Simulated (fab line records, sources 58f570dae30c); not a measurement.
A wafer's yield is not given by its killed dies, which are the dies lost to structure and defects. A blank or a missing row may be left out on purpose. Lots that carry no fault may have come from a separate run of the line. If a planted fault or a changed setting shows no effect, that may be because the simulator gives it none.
fab line records	flow berkeley_cmos170
[record] lots = 24	wafers = 72	last_day = 12
route steps=331 shown ZERO@12 NWELL@16 ACTIVE@63 PLDD@156
lots that met no fault: from a run of the same line without faults
start_h: the number of hours between the record's first day and the start of the first shown wafer of the lot	wait_h: how many hours have passed since the lot's step before this one	" unchanged from the row above	L1.1+2: a single row standing in for several wafers	- value missing, or start not given	* or withheld: withheld	< > ~ a bound
route shown NAME@n: a module of which the file shows steps, and the number in the route of the first	usual: mean/standard deviation taken from wafers without a fault	same: alike in all rows	chamber/n: place in a boat	sites: each site's reading	_std_site: their standard deviation	_edge_site: outer sites' mean less inner sites'	radius_mm: for every site, how far away it sits from the centre of the wafer	mask NAME#n: copy n	behind: the tool/chamber that last shaped the wafer	hold: the reason the lot was held/the length of the hold in hours/how it ended	device: the transistor (n, p or np) that didn't switch	end of line: at the end of the route, the tests of the same wafers	for a step that has no rows: nothing shown but its recipe	killed: not the wafer's yield, but the dies lost to structure and defects at the first sort	map: a wafer's dies, x killed, . not, _ none there
set.NAME: the setting that was run; set.NAME@STEP: the one run at that earlier step	model.NAME: the simulator's own value behind a step, which no gauge read
a sample of lots followed through the steps of the route, with each step as a table and each wafer as a row
services: the hour from which a tool's chamber was out of use, counted from the record's first day as start_h (under 0 if before that day), plus the number of hours and why
[[steps]]
[step UCB170_ZERO_ETCH_06]
[recipe] chemistry = CHF3/CF4/Ar	target = SiO2	time_s = 12	pressure_mtorr = 100	rf_w = 500	CHF3_flow_sccm = 50	cf4_flow_sccm = 10	Ar_flow_sccm = 120	over_etch_frac = 1.58
[usual] CHF3_flow_sccm = 50.00/0.17	drypump_motor_current_A = 5.6/0.59	oes_product_au = 0.615/0.0089	rf_fwd_power_W = 490/3	throttle_valve_pct = 9.28/0.12
[same] over_etch_frac = 1.58	time_s = 12
lot.wafer	tool	chamber	start_h	wait_h	CHF3_flow_sccm	drypump_motor_current_A	oes_product_au	rf_fwd_power_W	rf_hours_counter_h	throttle_valve_pct
L074.1	rie_diel-04	2	20.00	-	49.76	4.8	0.620	487	136	9.32
L074.3	"	3	"	"	49.91	5.0	0.612	494	124	9.34
L074.6	"	1	"	"	49.76	6.4	0.617	492	-	9.13
L075.3	rie_diel-04	1	24.11	-	49.89	6.4	0.618	489	154	9.16
L075.5	"	0	"	"	49.73	5.8	0.629	486	-	9.40
L075.6	"	3	"	"	50.24	5.1	0.604	493	-	9.34
L076.1	rie_diel-02	3	29.60	-	50.23	6.0	0.602	490	142	9.50
L076.3	"	2	"	"	50.15	4.8	0.609	491	80	9.18
L076.6	"	0	"	"	50.34	6.8	0.622	493	-	9.17
L077.1	rie_diel-01	2	33.60	-	49.92	6.2	0.611	494	81	9.07
L077.3	"	0	"	"	50.08	6.5	0.618	488	110	9.37
L077.5	"	1	"	"	50.30	5.4	0.618	487	-	9.23
L078.2	rie_diel-01	0	41.33	-	49.94	6.5	0.616	487	110	9.37
L078.4	"	1	"	"	49.91	5.4	0.606	489	110	9.23
L078.5	"	2	"	"	49.65	6.1	0.611	495	-	9.06
L079.2	rie_diel-01	1	46.29	-	50.03	5.4	0.604	486	110	9.23
L079.3	"	3	"	"	49.92	5.5	0.606	491	62	9.25
L079.4	"	0	"	"	49.90	6.5	0.616	485	110	9.37
L080.3	rie_diel-01	1	50.04	-	50.05	5.4	0.608	487	110	9.23
L080.4	"	3	"	"	50.12	5.6	0.603	490	62	9.24
L080.5	"	3	"	"	49.91	5.6	0.605	492	-	9.24
L081.1	rie_diel-02	2	57.66	-	50.04	4.9	0.607	491	81	9.19
L081.3	"	3	"	"	49.98	6.0	0.606	491	144	9.50
L081.6	"	3	"	"	50.02	6.0	0.603	491	-	9.49
L082.3	rie_diel-02	2	59.68	-	50.34	4.8	0.612	491	81	9.18
L082.4	"	3	"	"	50.23	6.0	0.595	494	144	9.52
L082.6	"	0	"	"	50.12	6.8	0.622	493	-	9.17
L083.1	rie_diel-01	3	64.25	-	49.91	5.6	0.609	490	62	9.24
L083.4	"	1	"	"	49.74	5.4	0.623	489	111	9.24
L083.5	"	1	"	"	49.83	5.4	0.614	491	-	9.22
L084.2	rie_diel-01	0	66.90	-	49.79	6.5	0.620	487	111	9.37
L084.3	"	2	"	"	49.87	6.1	0.611	496	83	9.05
L084.4	"	3	"	"	49.77	5.5	0.608	489	62	9.22
L085.1	rie_diel-04	2	74.27	-	50.24	4.8	0.626	488	138	9.33
L085.2	"	0	"	"	49.99	5.8	0.627	488	58	9.37
L085.4	"	3	"	"	50.07	5.1	0.605	490	126	9.34
L086.3	rie_diel-04	1	80.38	-	50.04	6.4	0.614	491	157	9.15
L086.5	"	3	"	"	49.82	5.0	0.610	491	-	9.35
L086.6	"	0	"	"	50.11	5.8	0.625	486	-	9.39
L087.1	rie_diel-02	1	83.76	-	49.74	5.3	0.629	493	3	9.38
L087.4	"	2	"	"	49.87	4.9	0.617	491	-	9.19
L087.6	"	3	"	"	49.82	6.0	0.604	493	-	9.50
L088.1	rie_diel-02	2	90.60	-	49.93	4.9	0.619	491	83	9.20
L088.2	"	3	"	"	49.91	6.0	0.602	493	146	9.49
L088.6	"	3	"	"	49.99	6.0	0.595	492	-	9.50
L089.3	rie_diel-04	2	96.57	-	49.89	4.8	0.624	487	139	9.32
L089.5	"	0	"	"	50.13	5.8	0.627	489	-	9.39
L089.6	"	3	"	"	50.25	5.0	0.603	490	-	9.34
L090.1	rie_diel-01	0	99.92	-	50.09	6.5	0.617	488	112	9.40
L090.4	"	2	"	"	50.20	6.2	0.609	493	84	9.05
L090.5	"	2	"	"	49.88	6.1	0.605	494	-	9.06
L091.3	rie_diel-04	3	103.41	-	50.25	5.0	0.612	492	128	9.34
L091.4	"	2	"	"	49.90	4.8	0.631	487	140	9.32
L091.6	"	1	"	"	49.90	6.4	0.611	491	-	9.15
L092.1	rie_diel-04	1	110.66	-	49.75	6.4	0.606	488	158	9.15
L092.3	"	3	"	"	50.18	5.0	0.613	492	128	9.34
L092.4	"	0	"	"	50.09	5.8	0.624	488	60	9.38
L093.4	rie_diel-04	1	115.87	-	49.84	6.4	0.617	491	158	9.15
L093.5	"	2	"	"	49.84	4.8	0.627	485	-	9.32
L093.6	"	3	"	"	50.19	5.1	0.615	491	-	9.35
L094.3	rie_diel-01	2	117.48	-	50.35	6.1	0.608	494	85	9.07
L094.4	"	3	"	"	49.79	5.6	0.611	489	64	9.24
L094.5	"	1	"	"	49.93	5.4	0.604	490	-	9.24
L095.3	rie_diel-04	2	127.88	-	50.18	4.8	0.633	487	141	9.32
L095.4	"	2	"	"	50.26	4.8	0.623	489	-	9.32
L095.5	"	3	"	"	49.92	5.0	0.612	493	-	9.36
L097.2	rie_diel-04	0	136.06	-	50.06	5.8	0.631	486	61	9.39
L097.3	"	3	"	"	49.96	5.1	0.614	492	129	9.35
L097.6	"	2	"	"	50.18	4.8	0.622	486	-	9.33
L096.1	rie_diel-01	1	136.33	-	50.27	5.4	0.611	488	113	9.25
L096.2	"	2	"	"	50.00	6.2	0.603	496	85	9.08
L096.5	"	3	"	"	49.89	5.6	0.620	486	-	9.25
[step UCB170_NWELL_THK_MEAS_02]
[recipe] reads = SiO2_of_NWELL_OXIDATION_01
[usual] NWELL_OXIDE_THK = 26.1/0.44
lot.wafer	tool	chamber	start_h	wait_h	NWELL_OXIDE_THK[nm]
L074.1	film_metro-02	-	26.05	0.0	26.3
L074.3	"	-	"	"	26.6
L074.6	"	-	"	"	26.4
L075.3	film_metro-04	-	26.07	0.0	27.0
L075.5	"	-	"	"	26.8
L075.6	"	-	"	"	26.6
L076.1	film_metro-02	-	32.94	0.0	26.5
L076.3	"	-	"	"	27.0
L076.6	"	-	"	"	26.9
L077.1	film_metro-03	-	40.23	0.0	26.5
L077.3	"	-	"	"	26.6
L077.5	"	-	"	"	27.0
L078.2	film_metro-02	-	46.03	0.0	26.2
L078.4	"	-	"	"	26.1
L078.5	"	-	"	"	26.3
L079.2	film_metro-03	-	52.47	0.0	25.8
L079.3	"	-	"	"	25.7
L079.4	"	-	"	"	26.0
L080.3	film_metro-04	-	52.48	0.0	26.8
L080.4	"	-	"	"	26.8
L080.5	"	-	"	"	26.5
L081.1	film_metro-04	-	61.72	0.0	26.5
L081.3	"	-	"	"	26.3
L081.6	"	-	"	"	26.2
L082.3	film_metro-03	-	61.74	0.0	26.6
L082.4	"	-	"	"	26.4
L082.6	"	-	"	"	26.1
L083.1	film_metro-04	-	68.41	0.0	26.4
L083.4	"	-	"	"	26.5
L083.5	"	-	"	"	26.5
L084.2	film_metro-02	-	72.02	0.0	26.1
L084.3	"	-	"	"	25.8
L084.4	"	-	"	"	25.6
L085.1	film_metro-03	-	79.45	0.0	25.8
L085.2	"	-	"	"	26.1
L085.4	"	-	"	"	26.0
L086.3	film_metro-04	-	84.90	0.0	25.5
L086.5	"	-	"	"	25.5
L086.6	"	-	"	"	25.2
L087.1	film_metro-04	-	89.23	0.0	25.5
L087.4	"	-	"	"	25.3
L087.6	"	-	"	"	26.1
L088.1	film_metro-04	-	95.66	0.0	25.9
L088.2	"	-	"	"	26.2
L088.6	"	-	"	"	26.4
L089.3	film_metro-02	-	101.13	0.0	25.3
L089.5	"	-	"	"	25.7
L089.6	"	-	"	"	25.5
L090.1	film_metro-03	-	103.50	0.0	26.7
L090.4	"	-	"	"	26.2
L090.5	"	-	"	"	26.4
L091.3	film_metro-04	-	108.16	0.0	26.1
L091.4	"	-	"	"	25.7
L091.6	"	-	"	"	26.1
L092.1	film_metro-04	-	115.09	0.0	26.5
L092.3	"	-	"	"	26.1
L092.4	"	-	"	"	26.3
L094.3	film_metro-02	-	124.38	0.0	26.1
L094.4	"	-	"	"	26.1
L094.5	"	-	"	"	26.5
L093.4	film_metro-03	-	124.39	0.0	25.0
L093.5	"	-	"	"	25.2
L093.6	"	-	"	"	25.6
L095.3	film_metro-03	-	132.56	0.0	25.7
L095.4	"	-	"	"	25.9
L095.5	"	-	"	"	25.8
L096.1	film_metro-02	-	140.13	0.0	26.1
L096.2	"	-	"	"	26.0
L096.5	"	-	"	"	26.0
L097.2	film_metro-04	-	140.14	0.0	25.9
L097.3	"	-	"	"	26.2
L097.6	"	-	"	"	25.9
[step UCB170_NWELL_THK_MEAS_05]
[recipe] reads = Si3N4_of_NWELL_CVD_04
[usual] NWELL_NITRIDE_THK = 225.6/1.8
lot.wafer	tool	chamber	start_h	wait_h	NWELL_NITRIDE_THK[nm]
L074.1	film_metro-02	-	34.19	0.0	224.0
L074.3	"	-	"	"	226.9
L074.6	"	-	"	"	225.0
L075.3	film_metro-04	-	34.21	0.0	225.5
L075.5	"	-	"	"	227.0
L075.6	"	-	"	"	224.3
L076.1	film_metro-02	-	42.64	0.0	222.7
L076.3	"	-	"	"	222.2
L076.6	"	-	"	"	220.0
L077.1	film_metro-03	-	47.17	0.0	228.0
L077.3	"	-	"	"	224.7
L077.5	"	-	"	"	225.7
L078.2	film_metro-03	-	54.68	0.0	223.1
L078.4	"	-	"	"	226.4
L078.5	"	-	"	"	226.3
L079.2	film_metro-02	-	58.71	0.0	224.4
L079.3	"	-	"	"	225.1
L079.4	"	-	"	"	224.9
L080.3	film_metro-04	-	58.72	0.0	226.7
L080.4	"	-	"	"	224.2
L080.5	"	-	"	"	226.0
L081.1	film_metro-02	-	68.05	0.0	224.6
L081.3	"	-	"	"	226.6
L081.6	"	-	"	"	225.6
L082.3	film_metro-03	-	68.07	0.0	226.9
L082.4	"	-	"	"	225.4
L082.6	"	-	"	"	225.9
L083.1	film_metro-03	-	76.51	0.0	228.6
L083.4	"	-	"	"	227.7
L083.5	"	-	"	"	228.1
L084.2	film_metro-03	-	81.71	0.0	224.5
L084.3	"	-	"	"	225.2
L084.4	"	-	"	"	223.5
L085.1	film_metro-02	-	85.95	0.0	224.9
L085.2	"	-	"	"	225.8
L085.4	"	-	"	"	223.9
L087.1	film_metro-03	-	93.66	0.0	225.9
L087.4	"	-	"	"	225.7
L087.6	"	-	"	"	226.0
L086.3	film_metro-04	-	93.68	0.0	227.1
L086.5	"	-	"	"	224.2
L086.6	"	-	"	"	226.1
L088.1	film_metro-02	-	101.45	0.0	225.4
L088.2	"	-	"	"	224.9
L088.6	"	-	"	"	225.2
L090.1	film_metro-04	-	108.20	0.0	230.2
L090.4	"	-	"	"	229.4
L090.5	"	-	"	"	228.4
L089.3	film_metro-03	-	108.20	0.0	224.7
L089.5	"	-	"	"	223.5
L089.6	"	-	"	"	224.2
L091.3	film_metro-04	-	113.45	0.0	225.0
L091.4	"	-	"	"	225.0
L091.6	"	-	"	"	225.9
L092.1	film_metro-02	-	122.65	0.0	229.0
L092.3	"	-	"	"	229.2
L092.4	"	-	"	"	228.2
L094.3	film_metro-02	-	133.46	0.0	226.1
L094.4	"	-	"	"	225.8
L094.5	"	-	"	"	223.9
L093.4	film_metro-03	-	133.47	0.0	225.3
L093.5	"	-	"	"	227.6
L093.6	"	-	"	"	225.3
L095.3	film_metro-04	-	138.09	0.1	226.3
L095.4	"	-	"	"	225.6
L095.5	"	-	"	"	225.2
L097.2	film_metro-03	-	145.38	0.0	227.1
L097.3	"	-	"	"	228.0
L097.6	"	-	"	"	227.5
L096.1	film_metro-04	-	145.38	0.0	221.6
L096.2	"	-	"	"	221.3
L096.5	"	-	"	"	220.7
[step UCB170_NWELL_TW_MEAS_16]
[usual] NWELL_TW = 1253/5.4
lot.wafer	tool	chamber	start_h	wait_h	NWELL_TW
L075.3	film_metro-03	-	35.89	0.1	1246
L075.5	"	-	"	"	1252
L075.6	"	-	"	"	1253
L074.1	film_metro-04	-	35.91	0.1	1247
L074.3	"	-	"	"	1249
L074.6	"	-	"	"	1247
L076.1	film_metro-02	-	44.16	0.1	1247
L076.3	"	-	"	"	1246
L076.6	"	-	"	"	1253
L077.1	film_metro-04	-	48.62	0.1	1253
L077.3	"	-	"	"	1254
L077.5	"	-	"	"	1253
L078.2	film_metro-02	-	56.12	0.1	1246
L078.4	"	-	"	"	1242
L078.5	"	-	"	"	1245
L079.2	film_metro-04	-	60.51	0.1	1257
L079.3	"	-	"	"	1258
L079.4	"	-	"	"	1252
L080.3	film_metro-03	-	60.79	0.1	1256
L080.4	"	-	"	"	1256
L080.5	"	-	"	"	1247
L081.1	film_metro-03	-	69.69	0.1	1254
L081.3	"	-	"	"	1257
L081.6	"	-	"	"	1255
L082.3	film_metro-04	-	69.95	0.1	1254
L082.4	"	-	"	"	1256
L082.6	"	-	"	"	1253
L083.1	film_metro-04	-	78.38	0.1	1256
L083.4	"	-	"	"	1253
L083.5	"	-	"	"	1254
L084.2	film_metro-03	-	84.17	0.1	1248
L084.3	"	-	"	"	1253
L084.4	"	-	"	"	1251
L085.1	film_metro-02	-	87.24	0.1	1246
L085.2	"	-	"	"	1240
L085.4	"	-	"	"	1242
L086.3	film_metro-04	-	95.12	0.1	1251
L086.5	"	-	"	"	1251
L086.6	"	-	"	"	1254
L087.1	film_metro-03	-	95.37	0.1	1247
L087.4	"	-	"	"	1247
L087.6	"	-	"	"	1243
L088.1	film_metro-03	-	103.34	0.1	1258
L088.2	"	-	"	"	1251
L088.6	"	-	"	"	1255
L089.3	film_metro-02	-	110.35	0.1	1248
L089.5	"	-	"	"	1257
L089.6	"	-	"	"	1256
L090.1	film_metro-03	-	110.44	0.1	1256
L090.4	"	-	"	"	1252
L090.5	"	-	"	"	1245
L091.3	film_metro-03	-	115.09	0.1	1253
L091.4	"	-	"	"	1253
L091.6	"	-	"	"	1249
L092.1	film_metro-02	-	124.02	0.1	1259
L092.3	"	-	"	"	1251
L092.4	"	-	"	"	1258
L093.4	film_metro-03	-	135.14	0.1	1249
L093.5	"	-	"	"	1251
L093.6	"	-	"	"	1258
L094.3	film_metro-02	-	135.38	0.1	1257
L094.4	"	-	"	"	1263
L094.5	"	-	"	"	1254
L095.3	film_metro-02	-	139.82	0.1	1253
L095.4	"	-	"	"	1253
L095.5	"	-	"	"	1265
L097.2	film_metro-03	-	147.19	0.1	1248
L097.3	"	-	"	"	1253
L097.6	"	-	"	"	1254
L096.1	film_metro-02	-	147.46	0.1	1251
L096.2	"	-	"	"	1251
L096.5	"	-	"	"	1248
[step UCB170_ACTIVE_THK_MEAS_03]
[recipe] reads = SiO2_of_ACTIVE_OXIDATION_02
[usual] ACTIVE_OXIDE_THK = 26.3/0.54
lot.wafer	tool	chamber	start_h	wait_h	ACTIVE_OXIDE_THK[nm]
L074.1	film_metro-04	-	71.48	0.0	27.1
L074.3	"	-	"	"	27.4
L074.6	"	-	"	"	26.9
L075.3	film_metro-01	-	71.50	0.0	27.0
L075.5	"	-	"	"	27.1
L075.6	"	-	"	"	27.1
L076.1	film_metro-01	-	86.07	0.0	26.2
L076.3	"	-	"	"	26.3
L076.6	"	-	"	"	26.3
L077.1	film_metro-02	-	86.07	0.0	25.7
L077.3	"	-	"	"	26.0
L077.5	"	-	"	"	25.7
L079.2	film_metro-04	-	97.55	0.0	25.9
L079.3	"	-	"	"	26.1
L079.4	"	-	"	"	25.9
L080.3	film_metro-01	-	97.56	0.0	25.6
L080.4	"	-	"	"	25.7
L080.5	"	-	"	"	25.7
L078.2	film_metro-04	-	97.61	0.1	26.7
L078.4	"	-	"	"	26.6
L078.5	"	-	"	"	27.1
L081.1	film_metro-01	-	103.30	0.0	26.9
L081.3	"	-	"	"	26.6
L081.6	"	-	"	"	26.7
L082.3	film_metro-02	-	103.32	0.0	25.5
L082.4	"	-	"	"	25.7
L082.6	"	-	"	"	25.7
L083.1	film_metro-04	-	128.27	0.0	26.4
L083.4	"	-	"	"	26.5
L083.5	"	-	"	"	26.3
L085.1	film_metro-02	-	128.29	0.0	27.2
L085.2	"	-	"	"	26.4
L085.4	"	-	"	"	26.5
L084.2	film_metro-04	-	128.34	0.1	26.2
L084.3	"	-	"	"	26.2
L084.4	"	-	"	"	26.5
L087.1	film_metro-04	-	135.49	0.0	24.9
L087.4	"	-	"	"	25.3
L087.6	"	-	"	"	25.4
L088.1	film_metro-02	-	135.49	0.0	26.5
L088.2	"	-	"	"	26.7
L088.6	"	-	"	"	26.3
L086.3	film_metro-01	-	135.53	0.1	25.2
L086.5	"	-	"	"	25.3
L086.6	"	-	"	"	25.1
L089.3	film_metro-02	-	148.19	0.0	26.2
L089.5	"	-	"	"	26.5
L089.6	"	-	"	"	26.2
L091.3	film_metro-04	-	148.19	0.0	26.5
L091.4	"	-	"	"	26.8
L091.6	"	-	"	"	26.7
L090.1	film_metro-01	-	148.22	0.0	26.4
L090.4	"	-	"	"	26.8
L090.5	"	-	"	"	26.8
L092.1	film_metro-04	-	155.03	0.0	25.6
L092.3	"	-	"	"	25.5
L092.4	"	-	"	"	25.8
L094.3	film_metro-02	-	169.75	0.0	26.3
L094.4	"	-	"	"	26.5
L094.5	"	-	"	"	26.1
L093.4	film_metro-01	-	174.09	0.0	26.1
L093.5	"	-	"	"	25.9
L093.6	"	-	"	"	26.0
L097.2	film_metro-02	-	179.52	0.0	26.4
L097.3	"	-	"	"	26.3
L097.6	"	-	"	"	26.2
L095.3	film_metro-01	-	179.53	0.0	26.4
L095.4	"	-	"	"	26.3
L095.5	"	-	"	"	25.9
L096.1	film_metro-01	-	194.38	0.0	27.2
L096.2	"	-	"	"	26.6
L096.5	"	-	"	"	26.6
[step UCB170_PLDD_TW_MEAS_11]
[usual] PLDD_TW = 1009/4.5
lot.wafer	tool	chamber	start_h	wait_h	PLDD_TW
L074.1	film_metro-04	-	130.30	0.1	1016
L074.3	"	-	"	"	1014
L074.6	"	-	"	"	1014
L075.3	film_metro-02	-	130.44	0.1	1013
L075.5	"	-	"	"	1012
L075.6	"	-	"	"	1011
L076.1	film_metro-02	-	146.50	0.1	1009
L076.3	"	-	"	"	1005
L076.6	"	-	"	"	1008
L077.1	film_metro-01	-	147.19	0.1	1012
L077.3	"	-	"	"	1008
L077.5	"	-	"	"	1007
L079.2	film_metro-02	-	153.60	0.1	1008
L079.3	"	-	"	"	1011
L079.4	"	-	"	"	1009
L080.3	film_metro-02	-	153.88	0.1	1010
L080.4	"	-	"	"	1009
L080.5	"	-	"	"	1007
L078.2	film_metro-04	-	154.15	0.1	1004
L078.4	"	-	"	"	1008
L078.5	"	-	"	"	1002
L081.1	film_metro-02	-	156.59	0.1	1007
L081.3	"	-	"	"	1009
L081.6	"	-	"	"	1012
L082.3	film_metro-01	-	156.64	0.1	1009
L082.4	"	-	"	"	1012
L082.6	"	-	"	"	1008
L084.2	film_metro-04	-	181.30	0.1	1012
L084.3	"	-	"	"	1010
L084.4	"	-	"	"	1010
L083.1	film_metro-01	-	181.67	0.1	1007
L083.4	"	-	"	"	1001
L083.5	"	-	"	"	1007
L085.1	film_metro-04	-	181.81	0.1	1009
L085.2	"	-	"	"	1009
L085.4	"	-	"	"	1002
L088.1	film_metro-01	-	187.68	0.1	1013
L088.2	"	-	"	"	1011
L088.6	"	-	"	"	1008
L086.3	film_metro-04	-	187.88	0.1	1007
L086.5	"	-	"	"	1013
L086.6	"	-	"	"	1012
L087.1	film_metro-02	-	187.98	0.1	995
L087.4	"	-	"	"	995
L087.6	"	-	"	"	996
L089.3	film_metro-02	-	205.73	0.1	1010
L089.5	"	-	"	"	1015
L089.6	"	-	"	"	1020
L091.3	film_metro-02	-	205.97	0.1	1008
L091.4	"	-	"	"	1006
L091.6	"	-	"	"	1010
L090.1	film_metro-04	-	206.24	0.1	1009
L090.4	"	-	"	"	1009
L090.5	"	-	"	"	1004
L092.1	film_metro-04	-	218.35	0.1	1012
L092.3	"	-	"	"	1014
L092.4	"	-	"	"	1010
L094.3	film_metro-04	-	233.36	0.1	1013
L094.4	"	-	"	"	1015
L094.5	"	-	"	"	1017
L097.2	film_metro-02	-	243.49	0.1	1007
L097.3	"	-	"	"	1006
L097.6	"	-	"	"	1008
L093.4	film_metro-04	-	243.68	0.1	1008
L093.5	"	-	"	"	1011
L093.6	"	-	"	"	1009
L095.3	film_metro-02	-	248.65	0.1	1012
L095.4	"	-	"	"	1008
L095.5	"	-	"	"	1007
L096.1	film_metro-04	-	258.21	0.1	1010
L096.2	"	-	"	"	1004
L096.5	"	-	"	"	1009
[[services]]
tool	chamber	start_h	hours	kind
rie_diel-01	0	55.27	6.1	repair
rie_diel-02	0	77.72	-	clean
rie_diel-02	0	77.72	14.1	scheduled_down
rie_diel-02	0	77.72	14.1	vent_cycle
rie_diel-04	2	85.13	4.1	repair
rie_diel-01	1	111.22	3.1	repair
rie_diel-02	3	112.39	6.6	repair
rie_diel-04	1	127.79	-	clean
rie_diel-04	1	127.79	21.2	scheduled_down
rie_diel-04	1	127.79	21.2	vent_cycle
[[key]]
fault none
